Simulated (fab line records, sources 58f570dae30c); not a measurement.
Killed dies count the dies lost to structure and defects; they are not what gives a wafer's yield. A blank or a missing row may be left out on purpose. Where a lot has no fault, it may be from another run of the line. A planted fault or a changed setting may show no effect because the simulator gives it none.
fab line records    flow berkeleyCmos170
[record] lots = 14  wafers = 42  lastDay = 13
route steps=331 shown FIELD@94
lots with no fault: from the same line, run without faults
startH: hours from the record's opening day to when the first of the lot's shown wafers began    waitH: hours elapsed since this lot's preceding step    " identical to the entry in the row above    L1.1+2: a row that stands for several wafers    - no value, or no start given    * or withheld: withheld    < > ~ a bound
route shown NAME@n: names a module that has steps shown in the file, with the first one's number in the route    usual: mean/standard deviation of fault-free wafers    same: alike in all rows    chamber/n: place in a boat    sites: readings site by site    _std_site: the standard deviation of these    _edge_site: the outer-site mean with the inner-site mean subtracted    radiusMm: how far each site lies from the wafer's centre    mask NAME#n: copy n    behind: the tool/chamber that last shaped the wafer    hold: why the lot went on hold/how many hours it stayed there/how the hold came to an end    device: transistor that didn't switch, given as n, p or np    end of line: tests of these same wafers at the route's end    a step given without rows: its recipe and nothing more    killed: dies lost to structure and defects at the first sort, not the wafer's yield    map: per-die view of a wafer (x killed, . not killed, _ where there is no die)
set.NAME: the setting as run; set.NAME@STEP: as run at that earlier step    model.NAME: the simulator's own value behind a step, which no gauge read
a sample of lots followed through the steps of the route, with each step as a table and each wafer as a row
services: a tool's chamber out of use, with start hour (startH, from the record's first day; less than 0 if before it), hours out, and reason
[[steps]]
[step UCB170_FIELD_WET_ETCH_05]
[recipe] chemistry = H3PO4  target = Si3N4  tempC = 160  timeS = 12600
[usual] bathHeatDutyPct = 28.4/2.2  runLengthS = 12628/3.9
lot.wafer  tool         chamber  startH  waitH  bathHeatDutyPct  runLengthS
L833.2     wetBench-03  2        113.15  0.0    30.1             12626
L833.5     "            2        "       "      29.5             12626
L833.6     "            2        "       "      30.3             12626
L834.3     wetBench-03  1        113.15  0.0    33.4             12625
L834.4     "            1        "       "      32.2             12625
L834.6     "            1        "       "      33.6             12625
L835.3     wetBench-01  0        119.74  0.0    28.1             12626
L835.4     "            0        "       "      29.0             12626
L835.6     "            0        "       "      27.9             12626
L836.1     wetBench-03  0        130.76  0.0    31.1             12626
L836.2     "            0        "       "      29.7             12626
L836.4     "            0        "       "      29.3             12626
L837.2     wetBench-03  2        130.76  0.0    27.3             12627
L837.4     "            2        "       "      28.7             12627
L837.5     "            2        "       "      27.5             12627
L839.1     wetBench-04  3        142.24  0.0    26.8             12633
L839.4     "            3        "       "      29.3             12633
L839.5     "            3        "       "      27.8             12633
L840.1     wetBench-04  1        142.24  0.0    27.3             12632
L840.2     "            1        "       "      28.9             12632
L840.6     "            1        "       "      26.7             12632
L841.2     wetBench-03  2        149.84  0.0    26.8             12627
L841.3     "            2        "       "      26.0             12627
L841.6     "            2        "       "      28.9             12627
L848.2     wetBench-04  0        184.34  0.0    27.2             12634
L848.3     "            0        "       "      29.4             12634
L848.5     "            0        "       "      28.3             12634
L851.4     wetBench-03  2        208.48  0.0    30.8             18237
L851.5     "            2        "       "      27.1             18237
L851.6     "            2        "       "      28.3             18237
L852.1     wetBench-03  1        208.48  0.0    32.9             18235
L852.5     "            1        "       "      29.5             18235
L852.6     "            1        "       "      30.4             18235
L854.3     wetBench-04  0        217.18  0.0    27.1             12634
L854.4     "            0        "       "      27.5             12634
L854.6     "            0        "       "      29.0             12634
L855.1     wetBench-04  2        224.02  0.0    25.6             12633
L855.2     "            2        "       "      27.0             12633
L855.4     "            2        "       "      27.5             12633
L856.1     wetBench-04  1        224.02  0.0    27.4             12633
L856.3     "            1        "       "      28.6             12633
L856.4     "            1        "       "      27.1             12633
[[services]]
tool         chamber  startH  hours  kind
wetBench-04  -        159.40  6.3    repair
[[key]]
[firstSign] step = UCB170_FIELD_WET_ETCH_05  reading = runLengthS  direction = up  sigmas = 99+  usual = *  struck = *
effect none on later readings
metAt UCB170_FIELD_WET_ETCH_05
struckLots L851,L852
testerLeftOut L851,L852
onsetBetween 149.84 208.48
[fault] kind = processParameterDrift  tool = wetBench-03  chamber = -  onsetH = 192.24  steps = UCB170_FIELD_WET_ETCH_05  channel = timeS  offset = *  shape = step  endH = 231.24  actsIn = *  stated = *
// testerLeftOut: of these lots the tester's yield and bins aren't shown, on N5 and GAA mostly nor the transistor test; their killed dies are dies lost to structure and defects alone, not to doping, threshold or leakage, so they don't give the yield
